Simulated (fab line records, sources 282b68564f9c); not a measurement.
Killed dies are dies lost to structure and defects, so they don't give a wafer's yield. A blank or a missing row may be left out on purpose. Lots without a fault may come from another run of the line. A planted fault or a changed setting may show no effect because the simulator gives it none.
A struck lot beside a sound one | flow rit_cmos | 45 steps out of a route of 202
Sound: wafers L832.3, L832.5, L832.6. Struck: wafers L840.2, L840.3, L840.5. The cause comes at the end.
At each step with rows: each side's tool, then ch and its chambers, then its first start. Under that, the readings that differ: sound wafers | struck wafers | difference of the means | sigmas: that difference in standard deviations of wafers without a fault.
alike: readings whose means differ by less than 2 such deviations, and words and numbers that are the same on both sides. not compared: withheld readings, readings that some wafer has no value for, bounds like >300 that may hide the same value, and numbers for which the record gives no deviation and whose values overlap.
The two part at a step that has a row with sigmas, a row that says differs or no value, or rows on one side only. Numbers that don't overlap but have no deviation are shown without sigmas and don't part them. A reading that every wafer of one side lacks parts them only if that side has two wafers or more.

first, 4 steps without rows for these wafers: RIT_PLDD_SOFTBAKE_02 (time 60 s); RIT_PLDD_EXPOSE_03 (exposes mask M8, target cd 40900 nm); RIT_PLDD_PEB_04; RIT_PLDD_DEVELOP_05 (develop time 50 s).
RIT_PLDD_OVL_MEAS_06:
  sound on overlay-01, day 5 09:47; struck on overlay-01, day 6 22:38
  alike: PLDD_OVL
then, 2 steps without rows for these wafers: RIT_PLDD_HARDBAKE_07 (time 60 s); RIT_PLDD_IMPLANT_08.
RIT_PLDD_STRIP_09: strips in O2, time 180 s.
  sound on plasma_asher-02 ch 0,1, day 5 10:11; struck on plasma_asher-02 ch 0,1, day 6 23:07
  alike: drypump_motor_current_A
  not compared: rf_hours_counter_h
RIT_PLDD_TW_MEAS_10:
  sound on film_metro-03, day 5 10:19; struck on film_metro-03, day 6 23:18
  alike: PLDD_TW
then, 3 steps without rows for these wafers: RIT_SPACER_CLEAN_00 (cleans in SC1, time 600 s); RIT_SPACER_CLEAN_01 (cleans in dHF, time 30 s); RIT_SPACER_CLEAN_02 (cleans in SC2, time 600 s).
RIT_SPACER_CVD_03: deposits Si3N4 from SiH2Cl2/NH3, target thk 250 nm, time 3300 s.
  sound on lpcvd-01 ch 0, day 5 10:45; struck on lpcvd-02 ch 0, day 6 23:44
  reading                                  | sound             | struck            | difference | sigmas
  spike_tc_centre_C (C)                    | 811.7 813.2 813.3 | 790.0 789.5 789.2 | -23.2      | -17
  spike_tc_load_C (C)                      | 831.8 830.2 830.6 | 808.4 810.6 810.1 | -21.2      | -10
  spike_tc_source_C (C)                    | 830.3 830.8 830.2 | 803.7 801.1 800.6 | -28.6      | -10
  susceptor_temp_C (C)                     | 810.0 809.7 809.9 | 784.5 783.9 784.4 | -25.6      | -67
  model.Si3N4_of_SPACER_CVD_03.thk_nm (nm) | 249.7 250.2 250.2 | 157.1 156.7 157.6 | -92.9      |
  alike: zone_power_source_pct
RIT_SPACER_THK_MEAS_04:
  sound on film_metro-03, day 5 12:41; struck on film_metro-04, day 7 01:40
  reading                 | sound             | struck            | difference | sigmas
  SPACER_NITRIDE_THK (nm) | 249.9 250.2 250.3 | 157.1 156.5 157.6 | -93.1      | -34
RIT_SPACER_ETCHBACK_05: etches Si3N4 in SF6/CHF3, stops on SiO2, target depth 250 nm, time 240 s.
  sound on rie_diel-04 ch 1,2, day 5 12:44; struck on rie_diel-02 ch 0,3, day 7 01:43
  reading                  | sound             | struck            | difference | sigmas
  oes_product_au (a.u.)    | 0.835 0.847 0.843 | 0.625 0.617 0.632 | -0.217     | -22
  model.etch.depth_nm (nm) | 249.7 250.2 250.2 | 157.1 156.7 157.6 | -92.9      |
  alike: drypump_motor_current_A, throttle_valve_pct
  not compared: rf_hours_counter_h
then, 6 steps without rows for these wafers: RIT_NSD_HMDS_00 (prime time 60 s); RIT_NSD_COAT_01 (resist thk 1000 nm); RIT_NSD_SOFTBAKE_02 (time 60 s); RIT_NSD_EXPOSE_03 (exposes mask M9, target cd 40700 nm); RIT_NSD_PEB_04; RIT_NSD_DEVELOP_05 (develop time 50 s).
RIT_NSD_OVL_MEAS_06:
  sound on overlay-01, day 5 13:44; struck on overlay-01, day 7 08:41
  alike: NSD_OVL
then, 2 steps without rows for these wafers: RIT_NSD_HARDBAKE_07 (time 60 s); RIT_NSD_IMPLANT_08.
RIT_NSD_STRIP_09: strips in O2, time 180 s.
  sound on plasma_asher-02 ch 0,1, day 5 14:07; struck on plasma_asher-03 ch 0,1, day 7 09:01
  alike: drypump_motor_current_A
  not compared: rf_hours_counter_h
RIT_NSD_TW_MEAS_10:
  sound on film_metro-01, day 5 14:16; struck on film_metro-03, day 7 09:13
  reading | sound          | struck         | difference | sigmas
  NSD_TW  | 3150 3142 3148 | 3100 3097 3110 | -44        | -2
then, 6 steps without rows for these wafers: RIT_PSD_HMDS_00 (prime time 60 s); RIT_PSD_COAT_01 (resist thk 1000 nm); RIT_PSD_SOFTBAKE_02 (time 60 s); RIT_PSD_EXPOSE_03 (exposes mask M10, target cd 40900 nm); RIT_PSD_PEB_04; RIT_PSD_DEVELOP_05 (develop time 50 s).
RIT_PSD_OVL_MEAS_06:
  sound on overlay-01, day 5 15:13; struck on overlay-01, day 7 10:20
  alike: PSD_OVL
then, 2 steps without rows for these wafers: RIT_PSD_HARDBAKE_07 (time 60 s); RIT_PSD_IMPLANT_08.
RIT_PSD_STRIP_09: strips in O2, time 180 s.
  sound on plasma_asher-04 ch 0,1, day 5 15:41; struck on plasma_asher-04 ch 0,1, day 7 10:40
  alike: drypump_motor_current_A
  not compared: rf_hours_counter_h
RIT_PSD_TW_MEAS_10:
  sound on film_metro-01, day 5 15:49; struck on film_metro-04, day 7 10:51
  reading | sound          | struck         | difference | sigmas
  PSD_TW  | 3488 3475 3490 | 3415 3436 3410 | -64        | -2
then, 3 steps without rows for these wafers: RIT_SDANNEAL_CLEAN_00 (cleans in SC1, time 600 s); RIT_SDANNEAL_CLEAN_01 (cleans in dHF, time 30 s); RIT_SDANNEAL_CLEAN_02 (cleans in SC2, time 600 s).
RIT_SDANNEAL_RTA_03: time 5 s.
  sound on rtp_anneal-01 ch 0, day 5 16:14; struck on rtp_anneal-01 ch 0, day 7 11:17
  alike: wafer_temp_C_max
RIT_SDANNEAL_RS_MEAS_04: measures by four-point-probe.
  sound on film_metro-01, day 5 16:19; struck on film_metro-01, day 7 11:21
  alike: PSD_RS
RIT_SILICIDE_WET_ETCH_00: etches SiO2 in BOE, target depth 14 nm, time 15 s.
  sound on wet_bench-01 ch 1, day 5 16:46; struck on wet_bench-03 ch 1, day 7 11:49
  reading                                  | sound             | struck            | difference | sigmas
  model.Si3N4_of_SPACER_CVD_03.thk_nm (nm) | 194.3 194.3 195.2 | 121.2 121.5 121.7 | -73.1      |
RIT_CONTACT_ETCH_11: etches SiO2 in CHF3/CF4/Ar, stops on TiSi2, target depth 480 nm, time 320 s.
  sound on rie_diel-02 ch 0,1,3, day 5 19:01; struck on rie_diel-03 ch 0,1,3, day 7 14:01
  alike: drypump_motor_current_A, oes_product_au, throttle_valve_pct
  not compared: rf_hours_counter_h, model.CONTACT.cd_nm
RIT_M1_PROBE_99:
  the record has rows for the sound wafers here (prober-01, day 6 00:02) and none for the struck ones

WHERE THEY PART
First at RIT_SPACER_CVD_03; last, within this record, at RIT_M1_PROBE_99.

WHY: what the simulator had put in
Process parameter drift: lpcvd-02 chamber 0, from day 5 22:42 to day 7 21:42, at RIT_SPACER_CVD_03. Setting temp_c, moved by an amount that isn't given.
